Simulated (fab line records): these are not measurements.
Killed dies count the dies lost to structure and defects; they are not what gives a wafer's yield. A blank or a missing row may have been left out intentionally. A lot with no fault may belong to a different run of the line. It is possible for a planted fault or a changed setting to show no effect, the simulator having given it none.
fab line records | flow berkeley_cmos170
record: lots: 7 | wafers: 21 | last_day: 12
route steps=331 shown M1@251 V1@254
lots untouched by any fault: they come from a run of this same line in which no faults occurred
start_h: the number of hours between the record's first day and the start of the first shown wafer of the lot | wait_h: hours since the lot's step before | " identical to the entry in the row above | L1.1+2: a single row standing in for several wafers | - value missing, or start not given | * or withheld: withheld | < > ~ a bound
route shown NAME@n: NAME is a module with steps in the file, n the number in the route of the first one | usual: average and standard deviation across the fault-free wafers | same: alike in all rows | chamber/n: place in a boat | sites: each site's reading | _std_site: the values' standard deviation | _edge_site: mean of outer sites minus mean of inner sites | radius_mm: for every site, how far away it sits from the centre of the wafer | mask NAME#n: copy n | behind: the tool/chamber that last shaped the wafer | hold: what put the lot on hold/how long, in hours/how the hold closed | device: the n, p or np transistor that did not switch | end of line: tests run on the same wafers once the route is complete | where a step has no rows: the recipe by itself | killed: at the first sort, the dies lost to defects and structure; wafer yield is something else | map: per-die view of a wafer (x killed, . not killed, _ where there is no die)
set.NAME: the setting the step ran with; set.NAME@STEP: the setting that earlier step ran with | model.NAME: the simulator's own value behind a step, which no gauge read
certain route steps with their lots: each step a table, each wafer a row
services: the hour from which a tool's chamber was out of use, counted from the record's first day as start_h (under 0 if before that day), plus the number of hours and why
== steps ==
step: UCB170_M1_STRIP_13
recipe: chemistry: O2 | power_w: 400 | pressure_mtorr: 3500 | platen_temp_c: withheld | o2_flow_sccm: 400 | overash_fraction: 0.5
usual: drypump_motor_current_A: 5.8/0.43 | oes_product_au: 0.720/0.0043
lot.wafer | tool            | chamber | start_h | wait_h | drypump_motor_current_A | oes_product_au | rf_hours_counter_h
L665.1    | plasma_asher-02 | 1       | 158.68  | 0.1    | 5.9                     | 0.720          | 45
L665.3    | "               | 0       | "       | "      | 5.1                     | 0.725          | -
L665.6    | "               | 0       | "       | "      | 5.1                     | 0.716          | -
L670.1    | plasma_asher-01 | 1       | 197.88  | 0.1    | 5.9                     | 0.724          | 42
L670.2    | "               | 0       | "       | "      | 6.3                     | 0.722          | 42
L670.3    | "               | 1       | "       | "      | 5.9                     | 0.726          | -
L671.2    | plasma_asher-01 | 1       | 198.86  | 0.1    | 5.9                     | 0.717          | 42
L671.5    | "               | 1       | "       | "      | 5.9                     | 0.718          | -
L671.6    | "               | 0       | "       | "      | 6.3                     | 0.715          | -
L669.2    | plasma_asher-01 | 1       | 201.05  | 0.1    | 5.9                     | 0.729          | 43
L669.4    | "               | 1       | "       | "      | 5.9                     | 0.716          | -
L669.6    | "               | 0       | "       | "      | 6.3                     | 0.724          | -
L677.1    | plasma_asher-04 | 1       | 221.55  | 0.1    | 6.3                     | 0.726          | 51
L677.4    | "               | 1       | "       | "      | 6.3                     | 0.721          | -
L677.5    | "               | 1       | "       | "      | 6.3                     | 0.724          | -
L681.1    | plasma_asher-01 | 0       | 238.70  | 0.1    | 6.3                     | 0.724          | 48
L681.4    | "               | 0       | "       | "      | 6.3                     | 0.717          | -
L681.6    | "               | 1       | "       | "      | 5.9                     | 0.726          | -
L685.1    | plasma_asher-02 | 0       | 274.54  | 0.1    | 5.2                     | 0.724          | 59
L685.2    | "               | 1       | "       | "      | 5.9                     | 0.718          | 59
L685.4    | "               | 0       | "       | "      | 5.1                     | 0.725          | -
step: UCB170_M1_CD_MEAS_90
recipe: target_cd_nm: 700
usual: cd_nm: 700.5/2.1
lot.wafer | tool      | chamber | start_h | wait_h | cd_nm
L665.1    | cd_sem-02 | -       | 158.78  | 0.1    | 699.7
L665.3    | "         | -       | "       | "      | 701.9
L665.6    | "         | -       | "       | "      | 701.7
L670.1    | cd_sem-02 | -       | 197.98  | 0.1    | 694.9
L670.2    | "         | -       | "       | "      | 698.0
L670.3    | "         | -       | "       | "      | 699.3
L671.2    | cd_sem-02 | -       | 198.98  | 0.1    | 700.2
L671.5    | "         | -       | "       | "      | 699.5
L671.6    | "         | -       | "       | "      | 701.2
L669.2    | cd_sem-02 | -       | 201.17  | 0.1    | 697.0
L669.4    | "         | -       | "       | "      | 697.8
L669.6    | "         | -       | "       | "      | 697.6
L677.1    | cd_sem-02 | -       | 221.65  | 0.1    | 698.8
L677.4    | "         | -       | "       | "      | 699.8
L677.5    | "         | -       | "       | "      | 699.4
L681.1    | cd_sem-02 | -       | 238.80  | 0.1    | 700.3
L681.4    | "         | -       | "       | "      | 698.5
L681.6    | "         | -       | "       | "      | 698.8
L685.1    | cd_sem-01 | -       | 274.64  | 0.1    | 701.7
L685.2    | "         | -       | "       | "      | 702.0
L685.4    | "         | -       | "       | "      | 703.3
step: UCB170_M1_ANNEAL_14
recipe: temp_c: 400 | time_s: 1200 | ambient: forming_gas
step: UCB170_V1_CVD_00
recipe: material: SiO2 | target_thk_nm: 2000 | temp_c: 390 | precursor: TEOS/O2 | time_s: 250 | rf_w: 550 | pressure_mtorr: 9000
usual: heater_power_w: 262/47
lot.wafer | tool     | chamber | start_h | wait_h | heater_power_w
L665.1    | pecvd-04 | 0       | 160.60  | 0.2    | 206
L665.3    | "        | 2       | "       | "      | 337
L665.6    | "        | 2       | "       | "      | 268
L670.1    | pecvd-03 | 2       | 201.53  | 0.0    | 298
L670.2    | "        | 0       | "       | "      | 281
L670.3    | "        | 1       | "       | "      | 213
L671.2    | pecvd-04 | 0       | 201.53  | 0.0    | 266
L671.5    | "        | 2       | "       | "      | 376
L671.6    | "        | 0       | "       | "      | 189
L669.2    | pecvd-02 | 2       | 204.40  | 0.0    | 282
L669.4    | "        | 0       | "       | "      | 252
L669.6    | "        | 1       | "       | "      | 324
L677.1    | pecvd-04 | 1       | 225.43  | 0.0    | 292
L677.4    | "        | 1       | "       | "      | 231
L677.5    | "        | 2       | "       | "      | 275
L681.1    | pecvd-02 | 0       | 242.20  | 0.0    | 200
L681.4    | "        | 2       | "       | "      | 295
L681.6    | "        | 0       | "       | "      | 247
L685.1    | pecvd-03 | 1       | 279.64  | 0.0    | 200
L685.2    | "        | 2       | "       | "      | 333
L685.4    | "        | 2       | "       | "      | 237
step: UCB170_V1_THK_MEAS_01
recipe: reads: SiO2_of_V1_CVD_00
usual: V1_TEOS_THK: 1993/23
lot.wafer | tool          | chamber | start_h | wait_h | V1_TEOS_THK[nm]
L665.1    | film_metro-04 | -       | 160.75  | 0.1    | 2013
L665.3    | "             | -       | "       | "      | 2014
L665.6    | "             | -       | "       | "      | 2018
L670.1    | film_metro-02 | -       | 201.69  | 0.1    | 1960
L670.2    | "             | -       | "       | "      | 1975
L670.3    | "             | -       | "       | "      | 1969
L671.2    | film_metro-04 | -       | 201.70  | 0.1    | 1982
L671.5    | "             | -       | "       | "      | 2013
L671.6    | "             | -       | "       | "      | 2003
L669.2    | film_metro-03 | -       | 204.57  | 0.1    | 1974
L669.4    | "             | -       | "       | "      | 2015
L669.6    | "             | -       | "       | "      | 1987
L677.1    | film_metro-04 | -       | 225.59  | 0.1    | 1991
L677.4    | "             | -       | "       | "      | 2003
L677.5    | "             | -       | "       | "      | 2034
L681.1    | film_metro-02 | -       | 242.35  | 0.1    | 1981
L681.4    | "             | -       | "       | "      | 2021
L681.6    | "             | -       | "       | "      | 2001
L685.1    | film_metro-04 | -       | 279.79  | 0.1    | 1963
L685.2    | "             | -       | "       | "      | 1984
L685.4    | "             | -       | "       | "      | 2019
step: UCB170_V1_CMP_02
recipe: material: SiO2 | down_force_psi: 6 | platen_rpm: 60 | pad_velocity_m_s: 0.75398
usual: motor_current_A: 17.3/1.6
lot.wafer | tool   | chamber | start_h | wait_h | motor_current_A
L665.1    | cmp-02 | 3       | 161.06  | 0.3    | 16.0
L665.3    | "      | 0       | "       | "      | 15.2
L665.6    | "      | 2       | "       | "      | 17.6
L670.1    | cmp-01 | 3       | 201.75  | 0.1    | 17.8
L670.3    | "      | 1       | "       | "      | 16.4
L670.2    | "      | 2       | "       | "      | 16.4
L671.2    | cmp-02 | 0       | 201.85  | 0.1    | 15.4
L671.6    | "      | 2       | "       | "      | 17.5
L671.5    | "      | 3       | "       | "      | 15.3
L669.4    | cmp-01 | 2       | 204.62  | 0.0    | 16.5
L669.2    | "      | 1       | "       | "      | 16.1
L669.6    | "      | 2       | "       | "      | 14.9
L677.1    | cmp-01 | 3       | 225.75  | 0.1    | 18.8
L677.4    | "      | 0       | "       | "      | 16.9
L677.5    | "      | 1       | "       | "      | 15.7
L681.4    | cmp-02 | 0       | 242.51  | 0.1    | 15.4
L681.1    | "      | 1       | "       | "      | 20.0
L681.6    | "      | 2       | "       | "      | 17.6
L685.4    | cmp-02 | 0       | 280.15  | 0.3    | 15.5
L685.1    | "      | 2       | "       | "      | 18.3
L685.2    | "      | 3       | "       | "      | 15.9
step: UCB170_V1_BOW_MEAS_03
recipe: mode: bow
usual: V1_BOW: 20/6.7
lot.wafer | tool          | chamber | start_h | wait_h | V1_BOW[um]
L665.1    | film_metro-03 | -       | 161.26  | 0.1    | 19
L665.3    | "             | -       | "       | "      | 8
L665.6    | "             | -       | "       | "      | 22
L670.1    | film_metro-03 | -       | 202.05  | 0.2    | 30
L670.2    | "             | -       | "       | "      | 27
L670.3    | "             | -       | "       | "      | 35
L671.2    | film_metro-02 | -       | 202.07  | 0.2    | 9
L671.5    | "             | -       | "       | "      | 16
L671.6    | "             | -       | "       | "      | 19
L669.2    | film_metro-02 | -       | 204.94  | 0.1    | 21
L669.4    | "             | -       | "       | "      | 33
L669.6    | "             | -       | "       | "      | 17
L677.1    | film_metro-03 | -       | 225.95  | 0.1    | 7
L677.4    | "             | -       | "       | "      | 14
L677.5    | "             | -       | "       | "      | 15
L681.1    | film_metro-03 | -       | 242.71  | 0.1    | 12
L681.4    | "             | -       | "       | "      | 8
L681.6    | "             | -       | "       | "      | 25
L685.1    | film_metro-03 | -       | 280.45  | 0.1    | 14
L685.2    | "             | -       | "       | "      | 12
L685.4    | "             | -       | "       | "      | 26
step: UCB170_V1_THK_MEAS_04
recipe: reads: SiO2_of_V1_CVD_00
usual: V1_POLISHED_THK: 999.9/0.99
lot.wafer | tool          | chamber | start_h | wait_h | V1_POLISHED_THK[nm]
L665.1    | film_metro-03 | -       | 161.38  | 0.1    | 1000.7
L665.3    | "             | -       | "       | "      | 999.9
L665.6    | "             | -       | "       | "      | 1000.0
L670.1    | film_metro-03 | -       | 202.17  | 0.1    | 1001.0
L670.2    | "             | -       | "       | "      | 1001.0
L670.3    | "             | -       | "       | "      | 999.9
L671.2    | film_metro-02 | -       | 202.18  | 0.1    | 999.5
L671.5    | "             | -       | "       | "      | 1000.0
L671.6    | "             | -       | "       | "      | 999.8
L669.2    | film_metro-02 | -       | 205.05  | 0.1    | 1000.1
L669.4    | "             | -       | "       | "      | 998.8
L669.6    | "             | -       | "       | "      | 999.3
L677.1    | film_metro-03 | -       | 226.07  | 0.1    | 999.3
L677.4    | "             | -       | "       | "      | 998.8
L677.5    | "             | -       | "       | "      | 1000.4
L681.1    | film_metro-03 | -       | 242.83  | 0.1    | 1000.6
L681.4    | "             | -       | "       | "      | 997.3
L681.6    | "             | -       | "       | "      | 998.9
L685.1    | film_metro-03 | -       | 280.57  | 0.1    | 1000.7
L685.2    | "             | -       | "       | "      | 1001.1
L685.4    | "             | -       | "       | "      | 1000.6
step: UCB170_V1_CLEAN_05
recipe: chemistry: DIW
step: UCB170_V1_HMDS_06
recipe: prime_time_s: 60 | prime_temp_c: 100
step: UCB170_V1_COAT_07
recipe: resist: KrF | spin_rpm: 1500 | resist_thk_nm: 900
step: UCB170_V1_SOFTBAKE_08
recipe: resist: KrF | temp_c: 130 | time_s: 60
step: UCB170_V1_EXPOSE_09
recipe: mask_id: VIA1 | target_cd_nm: 700 | na: 0.5 | sigma_outer: 0.6 | source_shape: conventional | dose_mj: 37
usual: exposure_dose_mJ_cm2: 37.04/0.15 | focus_offset_nm: -0.1/0.59
lot.wafer | tool           | chamber | start_h | wait_h | mask   | exposure_dose_mJ_cm2 | focus_offset_nm
L665.1    | krf_scanner-01 | 0       | 162.49  | 0.4    | VIA1#0 | 37.00                | 0.3
L665.3    | "              | 0       | "       | "      | VIA1#0 | 36.94                | 0.1
L665.6    | "              | 0       | "       | "      | VIA1#0 | 36.91                | 0.2
L671.2    | krf_scanner-01 | -       | 203.30  | 0.2    | VIA1#0 | -                    | -
L671.5    | "              | -       | "       | "      | VIA1#0 | -                    | -
L671.6    | "              | -       | "       | "      | VIA1#0 | -                    | -
L670.1    | krf_scanner-02 | -       | 203.53  | 0.2    | VIA1#0 | -                    | -
L670.2    | "              | -       | "       | "      | VIA1#0 | -                    | -
L670.3    | "              | -       | "       | "      | VIA1#0 | -                    | -
L669.2    | krf_scanner-02 | -       | 205.74  | 0.1    | VIA1#0 | -                    | -
L669.4    | "              | -       | "       | "      | VIA1#0 | -                    | -
L669.6    | "              | -       | "       | "      | VIA1#0 | -                    | -
L677.1    | krf_scanner-02 | 0       | 226.83  | 0.1    | VIA1#0 | 37.04                | 0.1
L677.4    | "              | 0       | "       | "      | VIA1#0 | 37.01                | -0.1
L677.5    | "              | 0       | "       | "      | VIA1#0 | 36.98                | -0.7
L681.1    | krf_scanner-01 | 0       | 243.52  | 0.1    | VIA1#0 | 37.37                | -0.7
L681.4    | "              | 0       | "       | "      | VIA1#0 | 37.34                | 0.4
L681.6    | "              | 0       | "       | "      | VIA1#0 | 37.36                | -0.1
L685.1    | krf_scanner-01 | 0       | 281.90  | 0.3    | VIA1#0 | 37.39                | 0.5
L685.2    | "              | 0       | "       | "      | VIA1#0 | 37.40                | 0.9
L685.4    | "              | 0       | "       | "      | VIA1#0 | 37.36                | -0.4
step: UCB170_V1_PEB_10
recipe: peb_temp_c: 130 | peb_time_s: withheld | resist: KrF
== services ==
tool            | chamber | start_h | hours | kind
plasma_asher-04 | -       | 135.16  | 2.8   | pm
krf_scanner-01  | -       | 144.27  | 0.8   | pm
plasma_asher-02 | -       | 145.97  | 2.8   | pm
krf_scanner-01  | -       | 155.98  | 3.5   | repair
krf_scanner-01  | -       | 166.39  | 1.0   | pm
krf_scanner-01  | -       | 181.32  | 3.1   | repair
plasma_asher-04 | -       | 190.74  | 28.1  | pm
pecvd-04        | 0       | 192.86  | 5.0   | repair
krf_scanner-02  | -       | 195.27  | 1.0   | pm
pecvd-02        | -       | 198.11  | 5.5   | pm
krf_scanner-02  | -       | 198.70  | 0.8   | pm
krf_scanner-01  | 0       | 203.26  | -     | calibration
krf_scanner-01  | -       | 212.41  | 1.3   | pm
krf_scanner-01  | -       | 212.52  | -     | calibration
cmp-02          | -       | 217.54  | 0.3   | repair
krf_scanner-02  | -       | 229.85  | 1.3   | pm
cmp-01          | -       | 232.00  | 4.0   | pm
pecvd-03        | -       | 242.50  | 14.0  | pm
krf_scanner-01  | -       | 250.99  | 4.4   | pm
cmp-01          | -       | 262.41  | 0.5   | repair
cmp-01          | -       | 262.51  | 0.5   | repair
pecvd-04        | -       | 264.72  | 14.6  | pm
pecvd-02        | 0       | 269.61  | 6.0   | repair
plasma_asher-02 | -       | 275.56  | 3.4   | repair
== key ==
first_sign: step: UCB170_V1_EXPOSE_09 | reading: tool_record | direction: missing
effect none on later readings
met_at UCB170_V1_EXPOSE_09
struck_wafers L669.2,L669.4,L669.6,L670.1,L670.2,L670.3,L671.2,L671.5,L671.6
later_rows_left_out L669.2,L669.4,L669.6,L670.1,L670.2,L670.3,L671.2,L671.5,L671.6
sort_left_out L669.2,L669.4,L669.6,L670.1,L670.2,L670.3,L671.2,L671.5,L671.6
onset_between 162.49 203.30
fault: kind: skipped_step_whole | tool: krf_scanner-01,krf_scanner-02 | chamber: - | onset_h: 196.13 | steps: UCB170_V1_EXPOSE_09 | scope: struck_lots_only
sort_left_out: the simulated sort isn't trusted on such a fault, so these wafers' sort isn't shown, and their yield isn't known
later_rows_left_out: the simulator's readings of these wafers behind a module that went badly wrong aren't trusted and aren't shown, but for the sort
